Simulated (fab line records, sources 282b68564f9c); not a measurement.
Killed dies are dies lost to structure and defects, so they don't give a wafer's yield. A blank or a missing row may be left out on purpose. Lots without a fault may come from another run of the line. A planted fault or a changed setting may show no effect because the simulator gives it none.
A sampling plan put to the test | flow rit_cmos | one fab line, 15 faults that these records tell of, each judged on the records of the lots that it struck
The plan is the line's own looks: the steps of the route at which a gauge or an inspection reads the wafer and doesn't change it. A look can be judged if struck wafers have a number there and the file gives its usual mean and standard deviation on fault-free wafers. Caught: at a look after the fault's first step, the mean of the struck wafers lies 4 or more of those standard deviations (sigma) from the usual mean. On the tool: the same test on the tool's own readings at the fault's steps. Another recipe on the struck wafers, or a record that is blank for them alone, also counts as caught.

THE FAULTS, as the simulator had put them in
1. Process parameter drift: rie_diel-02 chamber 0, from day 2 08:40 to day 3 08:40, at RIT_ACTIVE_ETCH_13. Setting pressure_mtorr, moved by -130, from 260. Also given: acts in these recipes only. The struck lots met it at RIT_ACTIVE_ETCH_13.
2. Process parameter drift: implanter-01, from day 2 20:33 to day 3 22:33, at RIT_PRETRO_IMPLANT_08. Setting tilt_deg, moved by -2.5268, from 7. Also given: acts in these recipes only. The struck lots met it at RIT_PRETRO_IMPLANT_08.
3. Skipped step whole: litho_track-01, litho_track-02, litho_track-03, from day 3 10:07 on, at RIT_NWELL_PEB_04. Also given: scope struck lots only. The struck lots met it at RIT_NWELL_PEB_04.
4. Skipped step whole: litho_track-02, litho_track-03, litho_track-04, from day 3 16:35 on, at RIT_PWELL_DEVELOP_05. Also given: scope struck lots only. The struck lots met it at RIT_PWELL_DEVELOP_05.
5. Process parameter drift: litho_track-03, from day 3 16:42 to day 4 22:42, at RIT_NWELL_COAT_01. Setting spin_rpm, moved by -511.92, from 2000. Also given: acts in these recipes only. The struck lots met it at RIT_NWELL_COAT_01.
6. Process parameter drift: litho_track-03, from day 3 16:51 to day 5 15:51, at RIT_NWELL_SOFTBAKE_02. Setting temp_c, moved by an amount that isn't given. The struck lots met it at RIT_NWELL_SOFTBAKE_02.
7. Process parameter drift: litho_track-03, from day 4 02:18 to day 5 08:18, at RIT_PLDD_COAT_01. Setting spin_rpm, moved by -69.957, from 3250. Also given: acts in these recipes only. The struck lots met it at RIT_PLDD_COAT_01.
8. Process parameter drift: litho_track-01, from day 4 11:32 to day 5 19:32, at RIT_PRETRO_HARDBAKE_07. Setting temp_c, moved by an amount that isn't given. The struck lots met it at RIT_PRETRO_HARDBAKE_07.
9. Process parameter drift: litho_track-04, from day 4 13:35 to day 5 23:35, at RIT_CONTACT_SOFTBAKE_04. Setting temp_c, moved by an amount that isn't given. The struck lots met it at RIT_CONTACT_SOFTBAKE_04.
10. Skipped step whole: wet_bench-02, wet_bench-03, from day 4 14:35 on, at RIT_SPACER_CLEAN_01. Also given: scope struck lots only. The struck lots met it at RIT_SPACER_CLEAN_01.
11. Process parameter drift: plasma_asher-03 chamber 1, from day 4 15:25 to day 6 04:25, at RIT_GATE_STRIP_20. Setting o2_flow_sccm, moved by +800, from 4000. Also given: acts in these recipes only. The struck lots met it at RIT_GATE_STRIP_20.
12. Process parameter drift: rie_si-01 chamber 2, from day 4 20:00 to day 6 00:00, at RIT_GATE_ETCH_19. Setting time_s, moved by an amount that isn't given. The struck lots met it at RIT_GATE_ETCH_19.
13. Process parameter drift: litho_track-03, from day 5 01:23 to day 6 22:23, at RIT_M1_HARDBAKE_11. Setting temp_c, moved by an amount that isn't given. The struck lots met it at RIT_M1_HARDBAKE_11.
14. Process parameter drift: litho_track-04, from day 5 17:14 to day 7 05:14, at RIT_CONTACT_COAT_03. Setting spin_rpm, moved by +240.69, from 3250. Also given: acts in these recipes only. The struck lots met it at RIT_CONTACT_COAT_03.
15. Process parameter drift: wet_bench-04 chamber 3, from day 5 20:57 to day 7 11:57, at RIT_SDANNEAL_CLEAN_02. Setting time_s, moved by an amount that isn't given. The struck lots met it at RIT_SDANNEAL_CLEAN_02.

WHAT THE PLAN SAW
fault | on the tool itself                               | first look that catches it                   | reading, sigma | median hours from its first step to that look | hours from the fault's start to the first struck lot there | judged looks passed uncaught
1     | chamber_pressure_mTorr -99 or beyond sigma       | no look after it can be judged               | -              | -                                             | -                                                          | 0
2     | tilt_deg -99 or beyond sigma                     | no look after it can be judged               | -              | -                                             | -                                                          | 0
3     | no reading that can be judged                    | no look after it can be judged               | -              | -                                             | -                                                          | 0
4     | the tool's record is blank for the struck wafers | no look after it can be judged               | -              | -                                             | -                                                          | 0
5     | spin_speed_rpm -99 or beyond sigma               | not the one look that can be judged after it | -              | -                                             | -                                                          | 1
6     | heater_power_total_W -26 sigma                   | not the one look that can be judged after it | -              | -                                             | -                                                          | 1
7     | spin_speed_rpm -34 sigma                         | not the one look that can be judged after it | -              | -                                             | -                                                          | 1
8     | heater_power_total_W +76 sigma                   | no look after it can be judged               | -              | -                                             | -                                                          | 0
9     | heater_power_total_W +35 sigma                   | no look after it can be judged               | -              | -                                             | -                                                          | 0
10    | the tool's record is blank for the struck wafers | no look after it can be judged               | -              | -                                             | -                                                          | 0
11    | o2_flow_sccm +57 sigma                           | no look after it can be judged               | -              | -                                             | -                                                          | 0
12    | run_length_s +99 or beyond sigma                 | no look after it can be judged               | -              | -                                             | -                                                          | 0
13    | heater_power_total_W -29 sigma                   | no look after it can be judged               | -              | -                                             | -                                                          | 0
14    | spin_speed_rpm +99 or beyond sigma               | no look after it can be judged               | -              | -                                             | -                                                          | 0
15    | run_length_s -31 sigma                           | no look after it can be judged               | -              | -                                             | -                                                          | 0
A dash: the fault isn't caught, or these records don't give the number.

Caught at a look: 0 of 15. Caught on the tool: 14 of 15. By one or the other: 14 of 15.
Caught on the tool alone: faults 1, 2, 4, 5, 6, 7, 8, 9, 10, 11, 12, 13, 14, 15.
Caught by neither: fault 3.
